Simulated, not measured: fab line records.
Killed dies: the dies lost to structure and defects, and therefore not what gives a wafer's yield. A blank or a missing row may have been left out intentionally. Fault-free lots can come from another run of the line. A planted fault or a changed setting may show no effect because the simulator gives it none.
Comparing a struck lot with a sound one	flow berkeley cmos170	14 out of 331 route steps
Sound: these wafers, L629.2, L629.4, L629.6. The struck wafers were L642.1, L642.2, L642.4. Last of all comes the cause.
At each step with rows: each side's tool, then ch and its chambers, then its first start. Under that, the readings that differ: sound wafers	struck wafers	difference of the means	sigmas: that difference in standard deviations of wafers without a fault.
alike: a reading whose means differ by less than 2 such deviations, as well as words and numbers matching on both sides. not compared: withheld readings; readings where some wafer has no value; bounds like >300 that might hide an equal value; numbers whose values overlap and for which the record gives no deviation.
Wherever a step has rows on one side only, a row that says differs or no value, or a row with sigmas, the two part there. Non-overlapping numbers with no deviation appear without sigmas and do not part them. A reading that every wafer of one side lacks parts them only if that side has two wafers or more.

first, 2 steps without rows for these wafers: UCB170_NVT_PEB_04; UCB170_NVT_DEVELOP_05 (develop time 45 s).
UCB170_NVT_OVL_MEAS_06:
  sound on overlay-02 at day 7 09:05; struck on overlay-01 at day 10 22:50
  alike: NVT_OVL
then, 1 step without rows for these wafers: UCB170_NVT_IMPLANT_07.
UCB170_NVT_STRIP_08: strips in O2.
  sound on plasma asher-01 ch 0,1, day 7 09:16; struck on plasma asher-03 ch 0,1, day 10 23:01
  alike: chamber pressure mTorr, drypump motor current A, oes product au, strip time to endpoint s
  not compared: rf hours counter h
UCB170_NVT_TW_MEAS_09:
  sound on film metro-01 at day 7 09:22; struck on film metro-02 at day 10 23:07
reading	sound	struck	difference	sigmas
NVT_TW	536 535 536	523 523 524	-12	-3
then, 6 steps without rows for these wafers: UCB170_NVT_CLEAN_10 (cleans in SPM, time 600 s); UCB170_PVT_HMDS_00 (prime time 60 s); UCB170_PVT_COAT_01 (resist thk 900 nm); UCB170_PVT_SOFTBAKE_02 (time 60 s); UCB170_PVT_EXPOSE_03 (exposes mask NWELL, target cd 3000 nm); UCB170_PVT_PEB_04.
UCB170_PVT_DEVELOP_05: develop time 45 s.
  sound on litho track-01 ch 0, day 7 10:00; struck on litho track-04 ch 0, day 11 00:00
reading	sound	struck	difference	sigmas
developer temp C (C)	20.99 21.01 21.07	18.90 18.95 18.87	-2.12	-19
UCB170_PVT_OVL_MEAS_06:
  sound on overlay-02 at day 7 10:52; struck on overlay-02 at day 11 00:46
  alike: PVT_OVL

WHERE THEY PART
Earliest at UCB170_NVT_TW_MEAS_09; latest, in this record, at UCB170_PVT_DEVELOP_05. Later steps at which nothing parts them and some readings are alike: UCB170_PVT_OVL_MEAS_06.

WHY: what the simulator had put in
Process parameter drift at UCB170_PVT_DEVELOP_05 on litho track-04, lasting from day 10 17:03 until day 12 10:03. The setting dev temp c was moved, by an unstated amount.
